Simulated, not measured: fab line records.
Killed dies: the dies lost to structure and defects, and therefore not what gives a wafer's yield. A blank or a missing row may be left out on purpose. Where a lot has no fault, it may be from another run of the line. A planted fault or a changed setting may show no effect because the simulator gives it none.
fab line records :: flow rit-cmos
record:
  lots: 5
  wafers: 15
  last-day: 7
route steps=202 shown REOX@100 NLDD@103 PLDD@114 SPACER@125
lots untouched by any fault: they come from a run of this same line in which no faults occurred
start-h: hours from the record's first day to the start of the lot's first wafer shown :: wait-h: hours from the lot's prior step to this one :: " repeats the value in the row above :: L1.1+2: a row that stands for several wafers :: - either no value or no given start :: * or withheld: withheld :: < > ~ a bound
route shown NAME@n: NAME is a module with steps in the file, n the number in the route of the first one :: usual: mean/standard deviation of fault-free wafers :: same: alike in all rows :: chamber/n: place in a boat :: sites: readings site by site :: _std_site: how widely they spread, as a standard deviation :: _edge_site: outer sites' mean less inner sites' :: radius-mm: how far each site lies from the wafer's centre :: mask NAME#n: copy n :: behind: tool/chamber where the wafer was last shaped :: hold: why the lot went on hold/how many hours it stayed there/how the hold came to an end :: device: names the non-switching transistor (n, p or np) :: end of line: tests of these same wafers at the route's end :: for a step that has no rows: nothing shown but its recipe :: killed: dies that structure and defects cost at the first sort, which is not the same as the wafer's yield :: map: a wafer's dies, marking killed ones x, the rest . and places with no die _
set.NAME: the setting that was run; set.NAME@STEP: the one run at that earlier step :: model.NAME: the simulator's own value behind a step, which no gauge read
lots at some steps of the route; a table a step, a row a wafer
services: a tool's chamber out of use, with start hour (start-h, from the record's first day; less than 0 if before it), hours out, and reason
== steps ==
step: RIT_REOX_CLEAN_02
recipe:
  chemistry: SC2
  mix: 3:3:50
  time-s: 600
  temp-c: 75
  dry: n2-spin
step: RIT_REOX_OXIDATION_03
recipe:
  temp-c: 900
  ambient: O2
  target-thk-a: 252
  ox-time-s: 5580
step: RIT_REOX_THK_MEAS_04
recipe:
  reads: SiO2_of_REOX_OXIDATION_03
usual:
  REOX_OXIDE_THK: 25.2/0.41
lot.wafer: L603.1
tool: film-metro-04
chamber: -
start-h: 51.33
wait-h: 0.0
REOX_OXIDE_THK[nm]: 25.4

lot.wafer: L603.5
tool: film-metro-04
chamber: -
start-h: 51.33
wait-h: 0.0
REOX_OXIDE_THK[nm]: 24.4

lot.wafer: L603.6
tool: film-metro-04
chamber: -
start-h: 51.33
wait-h: 0.0
REOX_OXIDE_THK[nm]: 25.1

lot.wafer: L605.2
tool: film-metro-02
chamber: -
start-h: 61.44
wait-h: 0.0
REOX_OXIDE_THK[nm]: 24.8

lot.wafer: L605.5
tool: film-metro-02
chamber: -
start-h: 61.44
wait-h: 0.0
REOX_OXIDE_THK[nm]: 24.9

lot.wafer: L605.6
tool: film-metro-02
chamber: -
start-h: 61.44
wait-h: 0.0
REOX_OXIDE_THK[nm]: 25.6

lot.wafer: L611.1
tool: film-metro-02
chamber: -
start-h: 90.45
wait-h: 0.0
REOX_OXIDE_THK[nm]: 24.3

lot.wafer: L611.5
tool: film-metro-02
chamber: -
start-h: 90.45
wait-h: 0.0
REOX_OXIDE_THK[nm]: 24.3

lot.wafer: L611.6
tool: film-metro-02
chamber: -
start-h: 90.45
wait-h: 0.0
REOX_OXIDE_THK[nm]: 24.5

lot.wafer: L617.2
tool: film-metro-04
chamber: -
start-h: 119.54
wait-h: 0.0
REOX_OXIDE_THK[nm]: 25.5

lot.wafer: L617.4
tool: film-metro-04
chamber: -
start-h: 119.54
wait-h: 0.0
REOX_OXIDE_THK[nm]: 25.5

lot.wafer: L617.6
tool: film-metro-04
chamber: -
start-h: 119.54
wait-h: 0.0
REOX_OXIDE_THK[nm]: 25.5

lot.wafer: L621.1
tool: film-metro-04
chamber: -
start-h: 140.66
wait-h: 0.0
REOX_OXIDE_THK[nm]: 24.8

lot.wafer: L621.4
tool: film-metro-04
chamber: -
start-h: 140.66
wait-h: 0.0
REOX_OXIDE_THK[nm]: 25.0

lot.wafer: L621.5
tool: film-metro-04
chamber: -
start-h: 140.66
wait-h: 0.0
REOX_OXIDE_THK[nm]: 24.6
step: RIT_NLDD_HMDS_00
recipe:
  prime-time-s: 60
  prime-temp-c: 140
step: RIT_NLDD_COAT_01
recipe:
  resist: NOVOLAK
  spin-rpm: 3250
  resist-thk-nm: 1000
step: RIT_NLDD_SOFTBAKE_02
recipe:
  resist: NOVOLAK
  temp-c: 90
  time-s: 60
step: RIT_NLDD_EXPOSE_03
recipe:
  mask-id: M7
  na: 0.57
  target-cd-nm: 40700
  dose-mj: 250
step: RIT_NLDD_PEB_04
recipe:
  resist: NOVOLAK
  temp-c: withheld
  time-s: withheld
step: RIT_NLDD_DEVELOP_05
recipe:
  resist: NOVOLAK
  develop-time-s: 50
  dev-temp-c: 23
step: RIT_NLDD_OVL_MEAS_06
usual:
  NLDD_OVL: -0.2/1.4
lot.wafer: L603.1
tool: overlay-01
chamber: -
start-h: 52.24
wait-h: -
NLDD_OVL[nm]: -0.5

lot.wafer: L603.5
tool: overlay-01
chamber: -
start-h: 52.24
wait-h: -
NLDD_OVL[nm]: -0.3

lot.wafer: L603.6
tool: overlay-01
chamber: -
start-h: 52.24
wait-h: -
NLDD_OVL[nm]: -0.4

lot.wafer: L605.2
tool: overlay-01
chamber: -
start-h: 62.52
wait-h: -
NLDD_OVL[nm]: 0.6

lot.wafer: L605.5
tool: overlay-01
chamber: -
start-h: 62.52
wait-h: -
NLDD_OVL[nm]: -0.5

lot.wafer: L605.6
tool: overlay-01
chamber: -
start-h: 62.52
wait-h: -
NLDD_OVL[nm]: -0.7

lot.wafer: L611.1
tool: overlay-02
chamber: -
start-h: 91.36
wait-h: -
NLDD_OVL[nm]: -1.7

lot.wafer: L611.5
tool: overlay-02
chamber: -
start-h: 91.36
wait-h: -
NLDD_OVL[nm]: -0.5

lot.wafer: L611.6
tool: overlay-02
chamber: -
start-h: 91.36
wait-h: -
NLDD_OVL[nm]: -2.2

lot.wafer: L617.2
tool: overlay-01
chamber: -
start-h: 120.44
wait-h: -
NLDD_OVL[nm]: 0.0

lot.wafer: L617.4
tool: overlay-01
chamber: -
start-h: 120.44
wait-h: -
NLDD_OVL[nm]: -1.3

lot.wafer: L617.6
tool: overlay-01
chamber: -
start-h: 120.44
wait-h: -
NLDD_OVL[nm]: -0.7

lot.wafer: L621.1
tool: overlay-01
chamber: -
start-h: 141.57
wait-h: -
NLDD_OVL[nm]: 1.3

lot.wafer: L621.4
tool: overlay-01
chamber: -
start-h: 141.57
wait-h: -
NLDD_OVL[nm]: 0.6

lot.wafer: L621.5
tool: overlay-01
chamber: -
start-h: 141.57
wait-h: -
NLDD_OVL[nm]: 0.8
step: RIT_NLDD_HARDBAKE_07
recipe:
  resist: NOVOLAK
  temp-c: 140
  time-s: 60
step: RIT_NLDD_IMPLANT_08
recipe:
  species: P
  energy-kev: 20
  dose-cm2: 5e+14
  tilt-deg: 7
step: RIT_NLDD_STRIP_09
recipe:
  chemistry: O2
  time-s: 180
  resist: NOVOLAK
  platen-temp-c: withheld
  power-w: 500
  pressure-mtorr: 4000
  o2-flow-sccm: 4000
usual:
  chamber-pressure-mTorr: 4001/3.5
  drypump-motor-current-A: 5.6/0.5
  run-length-s: 208.4/0.37
lot.wafer: L603.1
tool: plasma-asher-02
chamber: 1
start-h: 52.58
wait-h: 0.1
chamber-pressure-mTorr: 4002
drypump-motor-current-A: 4.9
rf-hours-counter-h: 24
run-length-s: 208.8
model.NOVOLAK_of_NLDD_COAT_01.thk-nm: 0

lot.wafer: L603.5
tool: plasma-asher-02
chamber: 1
start-h: 52.58
wait-h: 0.1
chamber-pressure-mTorr: 3999
drypump-motor-current-A: 4.9
rf-hours-counter-h: -
run-length-s: 208.3
model.NOVOLAK_of_NLDD_COAT_01.thk-nm: 0

lot.wafer: L603.6
tool: plasma-asher-02
chamber: 0
start-h: 52.58
wait-h: 0.1
chamber-pressure-mTorr: 4001
drypump-motor-current-A: 6.1
rf-hours-counter-h: -
run-length-s: 208.5
model.NOVOLAK_of_NLDD_COAT_01.thk-nm: 0

lot.wafer: L605.2
tool: plasma-asher-01
chamber: 0
start-h: 62.85
wait-h: 0.1
chamber-pressure-mTorr: 4000
drypump-motor-current-A: 5.4
rf-hours-counter-h: 43
run-length-s: 208.6
model.NOVOLAK_of_NLDD_COAT_01.thk-nm: 0

lot.wafer: L605.5
tool: plasma-asher-01
chamber: 0
start-h: 62.85
wait-h: 0.1
chamber-pressure-mTorr: 3997
drypump-motor-current-A: 5.4
rf-hours-counter-h: -
run-length-s: 208.7
model.NOVOLAK_of_NLDD_COAT_01.thk-nm: 0

lot.wafer: L605.6
tool: plasma-asher-01
chamber: 1
start-h: 62.85
wait-h: 0.1
chamber-pressure-mTorr: 3998
drypump-motor-current-A: 6.1
rf-hours-counter-h: -
run-length-s: 208.1
model.NOVOLAK_of_NLDD_COAT_01.thk-nm: 0

lot.wafer: L611.1
tool: plasma-asher-02
chamber: 1
start-h: 91.69
wait-h: 0.1
chamber-pressure-mTorr: 3997
drypump-motor-current-A: 4.9
rf-hours-counter-h: 28
run-length-s: 72.3
model.NOVOLAK_of_NLDD_COAT_01.thk-nm: 156.6

lot.wafer: L611.5
tool: plasma-asher-02
chamber: 1
start-h: 91.69
wait-h: 0.1
chamber-pressure-mTorr: 4001
drypump-motor-current-A: 4.9
rf-hours-counter-h: -
run-length-s: 72.1
model.NOVOLAK_of_NLDD_COAT_01.thk-nm: 154.7

lot.wafer: L611.6
tool: plasma-asher-02
chamber: 0
start-h: 91.69
wait-h: 0.1
chamber-pressure-mTorr: 4003
drypump-motor-current-A: 6.1
rf-hours-counter-h: -
run-length-s: 72.2
model.NOVOLAK_of_NLDD_COAT_01.thk-nm: 155.4

lot.wafer: L617.2
tool: plasma-asher-03
chamber: 1
start-h: 120.77
wait-h: 0.1
chamber-pressure-mTorr: 3998
drypump-motor-current-A: 4.8
rf-hours-counter-h: 50
run-length-s: 209.3
model.NOVOLAK_of_NLDD_COAT_01.thk-nm: 0

lot.wafer: L617.4
tool: plasma-asher-03
chamber: 1
start-h: 120.77
wait-h: 0.1
chamber-pressure-mTorr: 4000
drypump-motor-current-A: 4.8
rf-hours-counter-h: -
run-length-s: 208.9
model.NOVOLAK_of_NLDD_COAT_01.thk-nm: 0

lot.wafer: L617.6
tool: plasma-asher-03
chamber: 0
start-h: 120.77
wait-h: 0.1
chamber-pressure-mTorr: 3996
drypump-motor-current-A: 5.8
rf-hours-counter-h: -
run-length-s: 208.5
model.NOVOLAK_of_NLDD_COAT_01.thk-nm: 0

lot.wafer: L621.1
tool: plasma-asher-02
chamber: 0
start-h: 141.91
wait-h: 0.1
chamber-pressure-mTorr: 4005
drypump-motor-current-A: 6.1
rf-hours-counter-h: 34
run-length-s: 207.9
model.NOVOLAK_of_NLDD_COAT_01.thk-nm: 0

lot.wafer: L621.4
tool: plasma-asher-02
chamber: 1
start-h: 141.91
wait-h: 0.1
chamber-pressure-mTorr: 4007
drypump-motor-current-A: 4.9
rf-hours-counter-h: -
run-length-s: 208.6
model.NOVOLAK_of_NLDD_COAT_01.thk-nm: 0

lot.wafer: L621.5
tool: plasma-asher-02
chamber: 0
start-h: 141.91
wait-h: 0.1
chamber-pressure-mTorr: 3995
drypump-motor-current-A: 6.1
rf-hours-counter-h: -
run-length-s: 208.2
model.NOVOLAK_of_NLDD_COAT_01.thk-nm: 0
step: RIT_NLDD_TW_MEAS_10
usual:
  NLDD_TW: 2463/41
lot.wafer: L603.1
tool: film-metro-04
chamber: -
start-h: 52.75
wait-h: 0.1
NLDD_TW: 2513

lot.wafer: L603.5
tool: film-metro-04
chamber: -
start-h: 52.75
wait-h: 0.1
NLDD_TW: 2489

lot.wafer: L603.6
tool: film-metro-04
chamber: -
start-h: 52.75
wait-h: 0.1
NLDD_TW: 2482

lot.wafer: L605.2
tool: film-metro-02
chamber: -
start-h: 63.04
wait-h: 0.1
NLDD_TW: 2518

lot.wafer: L605.5
tool: film-metro-02
chamber: -
start-h: 63.04
wait-h: 0.1
NLDD_TW: 2493

lot.wafer: L605.6
tool: film-metro-02
chamber: -
start-h: 63.04
wait-h: 0.1
NLDD_TW: 2494

lot.wafer: L611.1
tool: film-metro-01
chamber: -
start-h: 91.87
wait-h: 0.1
NLDD_TW: 2416

lot.wafer: L611.5
tool: film-metro-01
chamber: -
start-h: 91.87
wait-h: 0.1
NLDD_TW: 2425

lot.wafer: L611.6
tool: film-metro-01
chamber: -
start-h: 91.87
wait-h: 0.1
NLDD_TW: 2431

lot.wafer: L617.2
tool: film-metro-01
chamber: -
start-h: 120.96
wait-h: 0.1
NLDD_TW: 2419

lot.wafer: L617.4
tool: film-metro-01
chamber: -
start-h: 120.96
wait-h: 0.1
NLDD_TW: 2421

lot.wafer: L617.6
tool: film-metro-01
chamber: -
start-h: 120.96
wait-h: 0.1
NLDD_TW: 2429

lot.wafer: L621.1
tool: film-metro-01
chamber: -
start-h: 142.08
wait-h: 0.1
NLDD_TW: 2427

lot.wafer: L621.4
tool: film-metro-01
chamber: -
start-h: 142.08
wait-h: 0.1
NLDD_TW: 2420

lot.wafer: L621.5
tool: film-metro-01
chamber: -
start-h: 142.08
wait-h: 0.1
NLDD_TW: 2431
step: RIT_PLDD_HMDS_00
recipe:
  prime-time-s: 60
  prime-temp-c: 140
step: RIT_PLDD_COAT_01
recipe:
  resist: NOVOLAK
  spin-rpm: 3250
  resist-thk-nm: 1000
step: RIT_PLDD_SOFTBAKE_02
recipe:
  resist: NOVOLAK
  temp-c: 90
  time-s: 60
step: RIT_PLDD_EXPOSE_03
recipe:
  mask-id: M8
  na: 0.57
  target-cd-nm: 40900
  dose-mj: 250
step: RIT_PLDD_PEB_04
recipe:
  resist: NOVOLAK
  temp-c: withheld
  time-s: withheld
step: RIT_PLDD_DEVELOP_05
recipe:
  resist: NOVOLAK
  develop-time-s: 50
  dev-temp-c: 23
step: RIT_PLDD_OVL_MEAS_06
usual:
  PLDD_OVL: 0.4/1.2
lot.wafer: L603.1
tool: overlay-01
chamber: -
start-h: 53.66
wait-h: -
PLDD_OVL[nm]: -0.3

lot.wafer: L603.5
tool: overlay-01
chamber: -
start-h: 53.66
wait-h: -
PLDD_OVL[nm]: -0.8

lot.wafer: L603.6
tool: overlay-01
chamber: -
start-h: 53.66
wait-h: -
PLDD_OVL[nm]: 0.5

lot.wafer: L605.2
tool: overlay-02
chamber: -
start-h: 63.94
wait-h: -
PLDD_OVL[nm]: -0.4

lot.wafer: L605.5
tool: overlay-02
chamber: -
start-h: 63.94
wait-h: -
PLDD_OVL[nm]: 0.3

lot.wafer: L605.6
tool: overlay-02
chamber: -
start-h: 63.94
wait-h: -
PLDD_OVL[nm]: 1.0

lot.wafer: L611.1
tool: overlay-02
chamber: -
start-h: 92.90
wait-h: -
PLDD_OVL[nm]: 1.4

lot.wafer: L611.5
tool: overlay-02
chamber: -
start-h: 92.90
wait-h: -
PLDD_OVL[nm]: 0.6

lot.wafer: L611.6
tool: overlay-02
chamber: -
start-h: 92.90
wait-h: -
PLDD_OVL[nm]: -0.4

lot.wafer: L617.2
tool: overlay-02
chamber: -
start-h: 122.09
wait-h: -
PLDD_OVL[nm]: 1.1

lot.wafer: L617.4
tool: overlay-02
chamber: -
start-h: 122.09
wait-h: -
PLDD_OVL[nm]: 0.2

lot.wafer: L617.6
tool: overlay-02
chamber: -
start-h: 122.09
wait-h: -
PLDD_OVL[nm]: 1.7

lot.wafer: L621.1
tool: overlay-01
chamber: -
start-h: 142.99
wait-h: -
PLDD_OVL[nm]: 1.2

lot.wafer: L621.4
tool: overlay-01
chamber: -
start-h: 142.99
wait-h: -
PLDD_OVL[nm]: 2.9

lot.wafer: L621.5
tool: overlay-01
chamber: -
start-h: 142.99
wait-h: -
PLDD_OVL[nm]: 1.3
step: RIT_PLDD_HARDBAKE_07
recipe:
  resist: NOVOLAK
  temp-c: 140
  time-s: 60
step: RIT_PLDD_IMPLANT_08
recipe:
  species: BF2
  energy-kev: 20
  dose-cm2: 9e+14
  tilt-deg: 7
step: RIT_PLDD_STRIP_09
recipe:
  chemistry: O2
  time-s: 180
  resist: NOVOLAK
  platen-temp-c: withheld
  power-w: 500
  pressure-mtorr: 4000
  o2-flow-sccm: 4000
usual:
  chamber-pressure-mTorr: 4000/3.9
  drypump-motor-current-A: 5.7/0.48
  run-length-s: 208.3/0.4
lot.wafer: L603.1
tool: plasma-asher-02
chamber: 0
start-h: 54.00
wait-h: 0.1
chamber-pressure-mTorr: 3999
drypump-motor-current-A: 6.1
rf-hours-counter-h: 24
run-length-s: 207.8

lot.wafer: L603.5
tool: plasma-asher-02
chamber: 0
start-h: 54.00
wait-h: 0.1
chamber-pressure-mTorr: 4001
drypump-motor-current-A: 6.1
rf-hours-counter-h: -
run-length-s: 208.0

lot.wafer: L603.6
tool: plasma-asher-02
chamber: 1
start-h: 54.00
wait-h: 0.1
chamber-pressure-mTorr: 3997
drypump-motor-current-A: 4.9
rf-hours-counter-h: -
run-length-s: 208.2

lot.wafer: L605.2
tool: plasma-asher-04
chamber: 0
start-h: 64.27
wait-h: 0.1
chamber-pressure-mTorr: 3993
drypump-motor-current-A: 5.9
rf-hours-counter-h: 40
run-length-s: 207.5

lot.wafer: L605.5
tool: plasma-asher-04
chamber: 1
start-h: 64.27
wait-h: 0.1
chamber-pressure-mTorr: 3998
drypump-motor-current-A: 5.7
rf-hours-counter-h: -
run-length-s: 208.5

lot.wafer: L605.6
tool: plasma-asher-04
chamber: 0
start-h: 64.27
wait-h: 0.1
chamber-pressure-mTorr: 3993
drypump-motor-current-A: 5.9
rf-hours-counter-h: -
run-length-s: 207.5

lot.wafer: L611.1
tool: plasma-asher-04
chamber: 1
start-h: 93.24
wait-h: 0.1
chamber-pressure-mTorr: 4004
drypump-motor-current-A: 5.6
rf-hours-counter-h: 44
run-length-s: 208.5

lot.wafer: L611.5
tool: plasma-asher-04
chamber: 1
start-h: 93.24
wait-h: 0.1
chamber-pressure-mTorr: 4004
drypump-motor-current-A: 5.7
rf-hours-counter-h: -
run-length-s: 208.6

lot.wafer: L611.6
tool: plasma-asher-04
chamber: 0
start-h: 93.24
wait-h: 0.1
chamber-pressure-mTorr: 4005
drypump-motor-current-A: 5.9
rf-hours-counter-h: -
run-length-s: 207.6

lot.wafer: L617.2
tool: plasma-asher-02
chamber: 0
start-h: 122.42
wait-h: 0.1
chamber-pressure-mTorr: 4000
drypump-motor-current-A: 6.1
rf-hours-counter-h: 32
run-length-s: 208.3

lot.wafer: L617.4
tool: plasma-asher-02
chamber: 0
start-h: 122.42
wait-h: 0.1
chamber-pressure-mTorr: 3997
drypump-motor-current-A: 6.1
rf-hours-counter-h: -
run-length-s: 208.4

lot.wafer: L617.6
tool: plasma-asher-02
chamber: 0
start-h: 122.42
wait-h: 0.1
chamber-pressure-mTorr: 4001
drypump-motor-current-A: 6.1
rf-hours-counter-h: -
run-length-s: 208.1

lot.wafer: L621.1
tool: plasma-asher-02
chamber: 0
start-h: 143.33
wait-h: 0.1
chamber-pressure-mTorr: 4001
drypump-motor-current-A: 6.1
rf-hours-counter-h: 34
run-length-s: 207.9

lot.wafer: L621.4
tool: plasma-asher-02
chamber: 1
start-h: 143.33
wait-h: 0.1
chamber-pressure-mTorr: 3994
drypump-motor-current-A: 4.9
rf-hours-counter-h: -
run-length-s: 208.3

lot.wafer: L621.5
tool: plasma-asher-02
chamber: 0
start-h: 143.33
wait-h: 0.1
chamber-pressure-mTorr: 3998
drypump-motor-current-A: 6.1
rf-hours-counter-h: -
run-length-s: 208.4
step: RIT_PLDD_TW_MEAS_10
usual:
  PLDD_TW: 2334/37
lot.wafer: L603.1
tool: film-metro-04
chamber: -
start-h: 54.17
wait-h: 0.1
PLDD_TW: 2343

lot.wafer: L603.5
tool: film-metro-04
chamber: -
start-h: 54.17
wait-h: 0.1
PLDD_TW: 2351

lot.wafer: L603.6
tool: film-metro-04
chamber: -
start-h: 54.17
wait-h: 0.1
PLDD_TW: 2349

lot.wafer: L605.2
tool: film-metro-01
chamber: -
start-h: 64.46
wait-h: 0.1
PLDD_TW: 2263

lot.wafer: L605.5
tool: film-metro-01
chamber: -
start-h: 64.46
wait-h: 0.1
PLDD_TW: 2282

lot.wafer: L605.6
tool: film-metro-01
chamber: -
start-h: 64.46
wait-h: 0.1
PLDD_TW: 2271

lot.wafer: L611.1
tool: film-metro-02
chamber: -
start-h: 93.41
wait-h: 0.1
PLDD_TW: 30

lot.wafer: L611.5
tool: film-metro-02
chamber: -
start-h: 93.41
wait-h: 0.1
PLDD_TW: 30

lot.wafer: L611.6
tool: film-metro-02
chamber: -
start-h: 93.41
wait-h: 0.1
PLDD_TW: 30

lot.wafer: L617.2
tool: film-metro-02
chamber: -
start-h: 122.60
wait-h: 0.1
PLDD_TW: 2371

lot.wafer: L617.4
tool: film-metro-02
chamber: -
start-h: 122.60
wait-h: 0.1
PLDD_TW: 2365

lot.wafer: L617.6
tool: film-metro-02
chamber: -
start-h: 122.60
wait-h: 0.1
PLDD_TW: 2364

lot.wafer: L621.1
tool: film-metro-01
chamber: -
start-h: 143.50
wait-h: 0.1
PLDD_TW: 2293

lot.wafer: L621.4
tool: film-metro-01
chamber: -
start-h: 143.50
wait-h: 0.1
PLDD_TW: 2295

lot.wafer: L621.5
tool: film-metro-01
chamber: -
start-h: 143.50
wait-h: 0.1
PLDD_TW: 2304
step: RIT_SPACER_CLEAN_00
recipe:
  chemistry: SC1
  mix: 3:3:50
  time-s: 600
  temp-c: 75
== services ==
tool: plasma-asher-04
chamber: -
start-h: 108.75
hours: 9.0
kind: pm

tool: plasma-asher-04
chamber: 0
start-h: 108.75
hours: 9.0
kind: vent-cycle

tool: plasma-asher-04
chamber: 1
start-h: 108.75
hours: 9.0
kind: vent-cycle

tool: plasma-asher-04
chamber: 0
start-h: 117.75
hours: -
kind: clean

tool: plasma-asher-04
chamber: 1
start-h: 117.75
hours: -
kind: clean

tool: plasma-asher-01
chamber: -
start-h: 141.83
hours: 6.1
kind: repair

tool: plasma-asher-01
chamber: -
start-h: 142.26
hours: 2.1
kind: repair
== key ==
first-sign:
  step: RIT_NLDD_STRIP_09
  reading: run-length-s
  direction: down
  sigmas: 99+
  usual: *
  struck: *
effect:
  step: RIT_PLDD_TW_MEAS_10
  reading: PLDD_TW
  direction: down
  sigmas: 63
  usual: 2334
  struck: 30
model-effect:
  step: RIT_NLDD_STRIP_09
  value: NOVOLAK_of_NLDD_COAT_01.thk-nm
  without: 0
  struck: 155.6
met-at RIT_NLDD_STRIP_09
struck-wafers L611.1,L611.5,L611.6
sort-left-out L611.1,L611.5,L611.6
tester-left-out L611
onset-between 52.58 91.69
fault:
  kind: strip-aborted
  tool: plasma-asher-02
  chamber: -
  onset-h: 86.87
  steps: RIT_NLDD_STRIP_09
  offset: 0.6
  end-h: 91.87
tester-left-out: of these lots the tester's yield and bins aren't shown, on N5 and GAA mostly nor the transistor test; their killed dies are dies lost to structure and defects alone, not to doping, threshold or leakage, so they don't give the yield
sort-left-out: the simulated sort isn't trusted on such a fault, so these wafers' sort isn't shown, and their yield isn't known
